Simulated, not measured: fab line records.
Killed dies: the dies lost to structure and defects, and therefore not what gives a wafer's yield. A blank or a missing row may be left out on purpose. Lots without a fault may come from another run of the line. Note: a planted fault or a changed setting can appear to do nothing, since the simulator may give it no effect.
Problem report, 8D (eight disciplines) form, completed by code	flow rit cmos	the parts of the form that need people (team, actions taken, sign-off) are left out

1. THE ISSUE
Across 6 wafers from 2 lots, PSD_RS at RIT_SDANNEAL_RS_MEAS_04 averages 113.74 ohm/sq, while fault-free wafers read 115.74 ohm/sq with a standard deviation of 0.27. That puts it -7.4 standard deviations away from the usual mean.
The step: measures by four-point-probe.
First seen on wafer L515.3, day 6 10:53, on film metro-02. The record has a number at this step for 42 wafers belonging to 14 lots. The rule behind "out" and "out of limits": a value lying over 4 standard deviations away from the usual mean. All remaining wafers that have a number are taken as sound.

2. WHAT IT IS, AND WHAT IT ISN'T
question	is	is not
which readings at this step	PSD_RS	-
which lots	L515, L517	L501, L503, L506, L507, L508, L509, L510, L511, L512, L513, L518, L522
which wafers of those lots	all that have a number	-
read on which gauges	film metro-02, film metro-04	film metro-01
when	from day 6 10:53	up to then (30 sound wafers); but 6 sound wafers of L518, L522 came after

3. WHAT RULES OUT EACH SUSPECT
Counting: any tool at a process step up to the reading is kept as a suspect provided that every lot that is out went through it and no sound lot did after the first of them.
- ruled out: the gauge at RIT_SDANNEAL_RS_MEAS_04. Those wafers that are out were read across 2 gauges (film metro-02, film metro-04).
- rtp anneal-02 at RIT_SDANNEAL_RTA_03 (time 5 s): kept. It processed each lot that is out, first L515 at day 6 10:48, and no sound lot thereafter; up to then, the last sound lot it processed was L513 at day 5 23:24.
Left after counting: rtp anneal-02 at RIT_SDANNEAL_RTA_03.

4. THE CAUSE (what the simulator had put in)
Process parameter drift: rtp anneal-02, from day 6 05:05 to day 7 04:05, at RIT_SDANNEAL_RTA_03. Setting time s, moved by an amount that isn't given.
Only this tool survived the counting.

5. THE EFFECT CHAIN, in route order
Rows list readings where the struck wafers' mean (over those with a number) sits beyond 3 standard deviations from the usual. Readings are gone through only where the record gives a usual standard deviation; hours: the median, over the lots, of the time from a lot's start at the first step in this table giving one to that lot's start at this step; sigmas: the change measured in usual standard deviations.
hours	step	reading	usual	on struck wafers	change	sigmas
0	RIT_SDANNEAL_RS_MEAS_04	PSD_RS	115.74 ohm/sq	113.74	-2.00	-7.4
0	RIT_SDANNEAL_RS_MEAS_06	PLDD_RS	177.0 ohm/sq	174.9	-2.1	-5.1
Later measuring or inspecting steps at which every struck wafer that the step has a row for has a number for every such reading, and none has moved that far: RIT_SILICIDE_THK_MEAS_03.

6. HOW IT WOULD HAVE BEEN CAUGHT EARLIER
6 hours passed between the start of the fault at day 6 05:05 and the first reading out of limits at a measuring or inspecting step in this record, taken at day 6 10:53.
Of the tool readings at RIT_SDANNEAL_RTA_03 for which the record gives a usual standard deviation, none was out on any struck wafer, so an alarm limit of 4 standard deviations on them would not have fired.
Among the 2 lots that are out, L517 began RIT_SDANNEAL_RTA_03 on rtp anneal-02 after day 6 10:53. Had the tool been put on hold then, it would have been spared.
